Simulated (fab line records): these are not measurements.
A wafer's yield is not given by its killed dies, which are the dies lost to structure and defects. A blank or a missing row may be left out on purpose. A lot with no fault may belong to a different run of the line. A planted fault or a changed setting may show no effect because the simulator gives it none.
Split-lot trial ; flow berkeleyCmos170 ; 5 lots, 23 wafers read, on a route of 331 steps

THE SPLIT
At UCB170_SILICIDE_SPUTTER_01 (material Ti, target thk 30 nm, time 25 s), the setting chamberPressurePa was moved away from the recipe's 0.5 Pa on 15 of the 23 wafers read, by -12.9% to +10.0%. All remaining wafers had this setting at the recipe value.

Reading taken at the split's own step.

THE READING
Ti_of_SILICIDE_SPUTTER_01.thkNm (the simulator's own value, which no gauge read), in nm, at UCB170_SILICIDE_SPUTTER_01 (material Ti, target thk 30 nm, time 25 s). No usual value for it is given in the file. Average 30.03 nm, standard deviation 0.15 nm, over the 8 wafers here run with the recipe.

wafer;tool, chamber at the split;chamberPressurePa as run, Pa;against the recipe;Ti_of_SILICIDE_SPUTTER_01.thkNm, nm;against lot-mates on the recipe
L074.1;pvdSputter-03, -;0.55;+10.0%;29.22;no lot-mate on the recipe
L074.2;pvdSputter-03, -;0.55;+10.0%;28.92;no lot-mate on the recipe
L074.3;pvdSputter-03, -;0.55;+10.0%;29.29;no lot-mate on the recipe
L074.4;pvdSputter-03, -;0.55;+10.0%;28.95;no lot-mate on the recipe
L074.5;pvdSputter-03, -;0.55;+10.0%;29.15;no lot-mate on the recipe
L076.1;pvdSputter-02, -;0.4355;-12.9%;30.19;no lot-mate on the recipe
L076.2;pvdSputter-02, -;0.4355;-12.9%;30.74;no lot-mate on the recipe
L076.3;pvdSputter-02, -;0.4355;-12.9%;30.23;no lot-mate on the recipe
L076.5;pvdSputter-02, -;0.4355;-12.9%;30.58;no lot-mate on the recipe
L076.6;pvdSputter-02, -;0.4355;-12.9%;30.38;no lot-mate on the recipe
L079.1;pvdSputter-02, -;0.5;recipe;29.96;-
L079.2;pvdSputter-02, -;0.5;recipe;29.99;-
L079.3;pvdSputter-02, -;0.5;recipe;30.34;-
L079.5;pvdSputter-02, -;0.5;recipe;29.91;-
L079.6;pvdSputter-02, -;0.5;recipe;29.94;-
L082.2;pvdSputter-02, -;0.4611;-7.8%;30.21;no lot-mate on the recipe
L082.3;pvdSputter-02, -;0.4611;-7.8%;30.84;no lot-mate on the recipe
L082.4;pvdSputter-02, -;0.4611;-7.8%;30.54;no lot-mate on the recipe
L082.5;pvdSputter-02, -;0.4611;-7.8%;30.9;no lot-mate on the recipe
L082.6;pvdSputter-02, -;0.4611;-7.8%;30.39;no lot-mate on the recipe
L083.3;pvdSputter-02, -;0.5;recipe;30.21;-
L083.5;pvdSputter-02, -;0.5;recipe;29.9;-
L083.6;pvdSputter-02, -;0.5;recipe;29.98;-

THE FIT
A straight line over all 23 wafers: Ti_of_SILICIDE_SPUTTER_01.thkNm changes by -0.0614 nm for each +1% of chamberPressurePa; r = -0.88; the points scatter about the line by 0.28 nm.
Too few moved wafers with a lot-mate on the recipe to fit a line net of each lot's own level.

FILE'S OWN FIT
Ti_of_SILICIDE_SPUTTER_01.thkNm changes by -0.0614 nm for each +1% of chamberPressurePa, r = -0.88.
